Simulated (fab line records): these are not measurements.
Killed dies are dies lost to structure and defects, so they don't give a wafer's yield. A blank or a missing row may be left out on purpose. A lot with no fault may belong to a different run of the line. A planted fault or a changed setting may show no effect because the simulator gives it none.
Which tool was responsible? :: flow rit_cmos :: 7 lots with 21 wafers sampled at 2 steps, on a route of 202 steps

## WHAT THE GAUGES SHOWED, per wafer
RIT_WELLDRIVE_RS_MEAS_02: a four-point-probe measurement.
lot: L857
measured: day 2 10:52
on: film_metro-03
PWELL_RS (ohm/sq): 427.6 429.4 426.6

lot: L862
measured: day 3 11:01
on: film_metro-03
PWELL_RS (ohm/sq): 428.3 430.1 428.9

lot: L865
measured: day 4 01:32
on: film_metro-02
PWELL_RS (ohm/sq): 439.9 439.0 440.1 440.7 439.0 439.6

lot: L872
measured: day 5 11:53
on: film_metro-02
PWELL_RS (ohm/sq): 429.9 430.4 430.1

lot: L874
measured: day 5 22:01
on: film_metro-03
PWELL_RS (ohm/sq): 429.8 432.2 430.8

lot: L876
measured: day 6 08:53
on: film_metro-03
PWELL_RS (ohm/sq): 428.7 428.7 429.5

lot: L879
measured: day 7 00:16
on: film_metro-02
PWELL_RS (ohm/sq): 432.3 431.4 431.5

## EACH LOT AND THE TOOL THAT RAN IT (in order: tool; ch and the chambers of the sampled wafers; start)
lot: L857
RIT_PWELL_IMPLANT_08: implanter-03 ch 0, day 2 05:16

lot: L862
RIT_PWELL_IMPLANT_08: implanter-04 ch 0, day 3 05:26

lot: L865
RIT_PWELL_IMPLANT_08: implanter-01 ch 0, day 3 19:58

lot: L872
RIT_PWELL_IMPLANT_08: implanter-04 ch 0, day 5 06:18

lot: L874
RIT_PWELL_IMPLANT_08: implanter-04 ch 0, day 5 16:25

lot: L876
RIT_PWELL_IMPLANT_08: implanter-04 ch 0, day 6 03:18

lot: L879
RIT_PWELL_IMPLANT_08: implanter-03 ch 0, day 6 18:41
- RIT_PWELL_IMPLANT_08

## THE ANSWER, worked out from the rows above alone
Rule: what is usual is taken from the lots themselves. Put in order of their means at a reading, lots are off if they are a third of the lots or fewer, leave a main group of 4 or more, and stand apart from it by a gap of 3 or more times the standard deviation of the main group's means; of several such gaps the widest counts. Not used: any main group whose means are identical at the precision the tables above print for the reading. Also off: a lot with no number at a reading for which 4 or more lots have one. The other lots that the step has rows for count as sound.
Off: L865, at RIT_WELLDRIVE_RS_MEAS_02 (PWELL_RS). Mean 429.8 ohm/sq and standard deviation 1.3 in the main group.
If a tool, at a process step before that reading, ran all the lots that are off and no sound lot after the first of them, it fits. Those tools and the gauges at RIT_WELLDRIVE_RS_MEAS_02 are tried in the same way. One fits: RIT_PWELL_IMPLANT_08 on implanter-01. It ran no sound lot before its first lot that is off in this sample, so the start can't be narrowed down.

## WHAT WAS PUT IN BY THE SIMULATOR
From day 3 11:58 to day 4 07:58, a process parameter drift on implanter-01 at RIT_PWELL_IMPLANT_08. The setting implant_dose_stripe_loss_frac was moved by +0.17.
Struck lots among those shown: L865. The same result came from the rule above.
